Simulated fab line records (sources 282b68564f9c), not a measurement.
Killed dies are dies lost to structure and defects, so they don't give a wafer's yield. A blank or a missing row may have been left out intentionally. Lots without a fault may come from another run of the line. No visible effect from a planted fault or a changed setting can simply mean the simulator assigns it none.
Check for tools in common / flow rit cmos / Lots sampled 13, wafers sampled 39

## WHY THIS WAS OPENED
1 of 13 lots carry a flag on the reading PSD_TW at RIT_PSD_TW_MEAS_10. No-fault wafers: 3470, standard deviation 27.
Rule: a lot gets a flag if all its wafers with a number sit over 4 standard deviations from that mean, or if no wafer of it has a number. As for the other lots, they are considered sound.

lot=L327; measured=day 3 00:10; on=film metro-02; PSD_TW, wafer by wafer=3443 3449 3435; flag=
lot=L332; measured=day 4 01:21; on=film metro-01; PSD_TW, wafer by wafer=31 30 31; flag=FLAGGED
lot=L338; measured=day 5 10:06; on=film metro-04; PSD_TW, wafer by wafer=3479 3496 3475; flag=
lot=L341; measured=day 6 05:00; on=film metro-02; PSD_TW, wafer by wafer=3401 3432 3418; flag=
lot=L342; measured=day 6 08:30; on=film metro-01; PSD_TW, wafer by wafer=3464 3482 3462; flag=
lot=L343; measured=day 6 17:02; on=film metro-01; PSD_TW, wafer by wafer=3480 3485 3489; flag=
lot=L344; measured=day 6 20:11; on=film metro-01; PSD_TW, wafer by wafer=3503 3482 3484; flag=
lot=L345; measured=day 7 06:40; on=film metro-01; PSD_TW, wafer by wafer=3525 3504 3515; flag=
lot=L346; measured=day 7 10:37; on=film metro-02; PSD_TW, wafer by wafer=3434 3442 3443; flag=
lot=L347; measured=day 7 12:14; on=film metro-04; PSD_TW, wafer by wafer=3461 3465 3487; flag=
lot=L348; measured=day 7 17:23; on=film metro-04; PSD_TW, wafer by wafer=3474 3462 3463; flag=
lot=L349; measured=day 7 22:01; on=film metro-04; PSD_TW, wafer by wafer=3454 3461 3472; flag=
lot=L350; measured=day 8 02:05; on=film metro-02; PSD_TW, wafer by wafer=3429 3413 3422; flag=
Averaged over the flagged lots the numbers come to 31, -3439 from the usual (-99 or more standard deviations).

## WHICH TOOL EACH LOT WENT THROUGH
The record keeps 1 process step preceding the reading, out of 202 steps on the route. Read each cell as the tool, then ch plus the chambers that the sampled wafers visited, then the start.
lot=L327; flag=; RIT_PSD_EXPOSE_03=iline stepper-01 ch 0, day 2 23:08
lot=L332; flag=FLAGGED; RIT_PSD_EXPOSE_03=iline stepper-01 ch 0, day 4 00:26
lot=L338; flag=; RIT_PSD_EXPOSE_03=iline stepper-01 ch 0, day 5 09:08
lot=L341; flag=; RIT_PSD_EXPOSE_03=iline stepper-01 ch 0, day 6 04:05
lot=L342; flag=; RIT_PSD_EXPOSE_03=iline stepper-01 ch 0, day 6 07:35
lot=L343; flag=; RIT_PSD_EXPOSE_03=iline stepper-02 ch 0, day 6 16:07
lot=L344; flag=; RIT_PSD_EXPOSE_03=iline stepper-02 ch 0, day 6 19:17
lot=L345; flag=; RIT_PSD_EXPOSE_03=iline stepper-01 ch 0, day 7 05:46
lot=L346; flag=; RIT_PSD_EXPOSE_03=iline stepper-02 ch 0, day 7 09:32
lot=L347; flag=; RIT_PSD_EXPOSE_03=iline stepper-01 ch 0, day 7 11:20
lot=L348; flag=; RIT_PSD_EXPOSE_03=iline stepper-01 ch 0, day 7 16:29
lot=L349; flag=; RIT_PSD_EXPOSE_03=iline stepper-02 ch 0, day 7 21:06
lot=L350; flag=; RIT_PSD_EXPOSE_03=iline stepper-01 ch 0, day 8 01:02
What the steps here do:
- RIT_PSD_EXPOSE_03: exposes mask M10, target cd 40900 nm.
- RIT_PSD_TW_MEAS_10

## FLAGGED OVER TOTAL, TOOL BY TOOL (the gauges that took the reading come last)
step=RIT_PSD_EXPOSE_03; tool=iline stepper-01; lots run=9; flagged=1; share of the flagged lots=all; sound lots run after its first flagged lot=7 (L338,L341,L342,L345,L347,L348,L350)
step=RIT_PSD_EXPOSE_03; tool=iline stepper-02; lots run=4; flagged=0; share of the flagged lots=none; sound lots run after its first flagged lot=-
step=RIT_PSD_TW_MEAS_10; tool=film metro-01; lots run=5; flagged=1; share of the flagged lots=all; sound lots run after its first flagged lot=4 (L342,L343,L344,L345)
step=RIT_PSD_TW_MEAS_10; tool=film metro-02; lots run=4; flagged=0; share of the flagged lots=none; sound lots run after its first flagged lot=-
step=RIT_PSD_TW_MEAS_10; tool=film metro-04; lots run=4; flagged=0; share of the flagged lots=none; sound lots run after its first flagged lot=-

## WHAT THE TABLE ALLOWS
iline stepper-01 at RIT_PSD_EXPOSE_03 and film metro-01 at RIT_PSD_TW_MEAS_10 are the 2 rows of the table that ran each flagged lot.
- iline stepper-01 at RIT_PSD_EXPOSE_03: 1 of its 9 lots flagged. Lots that were sound ran on it after the first flagged one (L338, L341, L342, L345, L347, L348, L350); a persistent fault on the entire tool would not allow that.
- film metro-01 at RIT_PSD_TW_MEAS_10: 1 of its 5 lots flagged. Lots that were sound ran on it after the first flagged one (L342, L343, L344, L345); a persistent fault on the entire tool would not allow that.
Every row of the table either missed a flagged lot or ran a sound lot after the first.

## WHAT THE SIMULATOR HAD PUT IN
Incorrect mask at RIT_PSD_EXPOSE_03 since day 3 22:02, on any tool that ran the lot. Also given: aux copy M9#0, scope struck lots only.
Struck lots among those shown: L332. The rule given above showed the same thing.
